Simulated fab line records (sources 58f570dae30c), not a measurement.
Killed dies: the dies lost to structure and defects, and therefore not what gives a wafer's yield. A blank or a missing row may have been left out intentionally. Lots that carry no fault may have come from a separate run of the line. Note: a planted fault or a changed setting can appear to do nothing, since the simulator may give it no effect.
Which tool did it? + flow berkeley cmos170 + 45 wafers from 15 lots sampled at 4 of the route's 331 steps

WHAT EACH GAUGE READ, for each wafer
UCB170_FIELD_THK_MEAS_02.
| lot  | measured     | on            | FIELD_OXIDE_THK (nm) |
|------|--------------|---------------|----------------------|
| L797 | day 5 08:06  | film metro-04 | 553 564 549          |
| L798 | day 5 08:05  | film metro-03 | 546 531 552          |
| L799 | day 5 20:58  | film metro-02 | 566 566 567          |
| L800 | day 6 04:50  | film metro-04 | 558 560 564          |
| L801 | day 6 04:50  | film metro-03 | 565 558 564          |
| L805 | day 7 06:42  | film metro-03 | 865 841 863          |
| L806 | day 7 21:32  | film metro-02 | 881 885 890          |
| L809 | day 8 10:41  | film metro-04 | 834 858 837          |
| L810 | day 8 10:38  | film metro-02 | 558 554 552          |
| L812 | day 8 19:19  | film metro-02 | 565 569 578          |
| L813 | day 9 04:27  | film metro-04 | 556 564 568          |
| L815 | day 9 12:49  | film metro-02 | 563 553 557          |
| L816 | day 9 20:08  | film metro-04 | 551 553 554          |
| L817 | day 9 20:09  | film metro-02 | 561 566 570          |
| L819 | day 10 10:49 | film metro-02 | 550 553 543          |

UCB170_FIELD_THK_MEAS_90.
| lot  | measured     | on            | FIELD_OXIDE_LEFT_1_THK (nm) |
|------|--------------|---------------|-----------------------------|
| L797 | day 5 16:42  | film metro-03 | 438 447 432                 |
| L798 | day 5 16:41  | film metro-04 | 429 414 435                 |
| L799 | day 6 06:07  | film metro-04 | 449 450 451                 |
| L800 | day 6 14:34  | film metro-03 | 440 441 446                 |
| L801 | day 6 14:37  | film metro-03 | 450 444 448                 |
| L805 | day 7 15:58  | film metro-03 | 747 723 746                 |
| L806 | day 8 03:58  | film metro-04 | 764 767 773                 |
| L809 | day 8 16:25  | film metro-03 | 717 741 721                 |
| L810 | day 8 21:07  | film metro-04 | 441 435 435                 |
| L812 | day 9 06:06  | film metro-04 | 450 454 463                 |
| L813 | day 9 13:49  | film metro-04 | 439 448 453                 |
| L815 | day 9 21:09  | film metro-04 | 447 438 442                 |
| L816 | day 10 07:03 | film metro-02 | 433 435 436                 |
| L817 | day 10 07:04 | film metro-03 | 445 450 452                 |
| L819 | day 10 23:58 | film metro-02 | 432 434 425                 |

UCB170_FIELD_THK_MEAS_91.
| lot  | measured     | on            | FIELD_OXIDE_LEFT_2_THK (nm) |
|------|--------------|---------------|-----------------------------|
| L797 | day 6 16:25  | film metro-02 | 349 359 344                 |
| L798 | day 6 16:03  | film metro-02 | 340 325 346                 |
| L799 | day 7 06:53  | film metro-02 | 360 362 363                 |
| L800 | day 7 17:28  | film metro-02 | 351 353 357                 |
| L801 | day 7 17:40  | film metro-02 | 361 354 359                 |
| L805 | day 8 16:56  | film metro-03 | 660 636 658                 |
| L806 | day 9 05:06  | film metro-03 | 675 679 684                 |
| L809 | day 9 13:38  | film metro-02 | 629 652 632                 |
| L810 | day 9 19:55  | film metro-03 | 352 348 346                 |
| L812 | day 10 07:10 | film metro-04 | 362 367 376                 |
| L813 | day 10 18:30 | film metro-04 | 351 361 366                 |
| L815 | day 11 01:08 | film metro-02 | 359 349 354                 |
| L816 | day 11 10:13 | film metro-04 | 346 348 349                 |
| L817 | day 11 10:08 | film metro-03 | 357 361 365                 |
| L819 | day 12 03:35 | film metro-02 | 344 346 336                 |

TOOL THAT RAN EACH LOT (tool first, then ch and the chambers of the sampled wafers, then the start)
| lot  | UCB170_FIELD_OXIDATION_01                                     |
|------|---------------------------------------------------------------|
| L797 | furnace-01 ch 0, day 5 05:05                                  |
| L798 | furnace-01 ch 0, day 5 05:05                                  |
| L799 | furnace-01 ch 0, day 5 17:58                                  |
| L800 | furnace-02 ch 0, day 6 01:50                                  |
| L801 | furnace-02 ch 0, day 6 01:50                                  |
| L805 | furnace-04 ch 0, day 6 23:26                                  |
| L806 | furnace-02 ch 0, day 7 13:29 and furnace-01 ch 0, day 7 17:47 |
| L809 | furnace-02 ch 0, day 8 00:49                                  |
| L810 | furnace-02 ch 0, day 8 07:38                                  |
| L812 | furnace-01 ch 0, day 8 16:17                                  |
| L813 | furnace-01 ch 0, day 9 01:27                                  |
| L815 | furnace-01 ch 0, day 9 09:48                                  |
| L816 | furnace-04 ch 0, day 9 17:08                                  |
| L817 | furnace-04 ch 0, day 9 17:08                                  |
| L819 | furnace-02 ch 0, day 10 07:49                                 |
- UCB170_FIELD_OXIDATION_01: target thk 558.3 nm, ox time 7200 s.

AS READ BY THE TOOLS THEMSELVES (means over the sampled wafers that have a number; for cases with no such wafer, the mark the record gives instead)
UCB170_FIELD_OXIDATION_01.
| lot  | tool                  | ox temp c max | spike tc load C (C) |
|------|-----------------------|---------------|---------------------|
| L797 | furnace-01            | 1004.4        | 1024                |
| L798 | furnace-01            | 1004.2        | 1024                |
| L799 | furnace-01            | 1004.1        | 1023                |
| L800 | furnace-02            | 1003.7        | 1029                |
| L801 | furnace-02            | 1003.7        | 1027                |
| L805 | furnace-04            | 1004.1        | 1022                |
| L806 | furnace-02/furnace-01 | 1003.8        | 1026                |
| L809 | furnace-02            | 1003.4        | 1029                |
| L810 | furnace-02            | 1003.0        | 1028                |
| L812 | furnace-01            | 1004.1        | 1023                |
| L813 | furnace-01            | 1004.6        | 1023                |
| L815 | furnace-01            | 1004.0        | 1023                |
| L816 | furnace-04            | 1003.9        | 1022                |
| L817 | furnace-04            | 1003.4        | 1021                |
| L819 | furnace-02            | 1003.8        | 1029                |

THE ANSWER, worked out from the rows above alone
Rule: what is usual is taken from the lots themselves. Put in order of their means at a reading, lots are off if they are a third of the lots or fewer, leave a main group of 4 or more, and stand apart from it by a gap of 3 or more times the standard deviation of the main group's means; of several such gaps the widest counts. A main group whose means are all the same, to the digits that the tables above print for the reading, isn't used. A lot without any number at a reading at which 4 lots or more have one is off too. Any other lot the step has rows for is counted as sound. After the gauges, taken in route order, come the tools' own readings; for these a lot's mean is taken, as printed above. At the first step where some lot is off, the reading lying furthest off is the one used; lots without a number count as furthest.
Off: L805, L806, L809, seen at UCB170_FIELD_THK_MEAS_02 (FIELD_OXIDE_THK). The main group: mean 558 nm, standard deviation 7.6.
A tool fits if, at a process step before that reading, it ran every lot that is off, and no sound lot after the first of them. Those tools and the gauges at UCB170_FIELD_THK_MEAS_02 are tried in the same way. No candidate that was tried fits.

WHAT THE SIMULATOR HAD INSERTED
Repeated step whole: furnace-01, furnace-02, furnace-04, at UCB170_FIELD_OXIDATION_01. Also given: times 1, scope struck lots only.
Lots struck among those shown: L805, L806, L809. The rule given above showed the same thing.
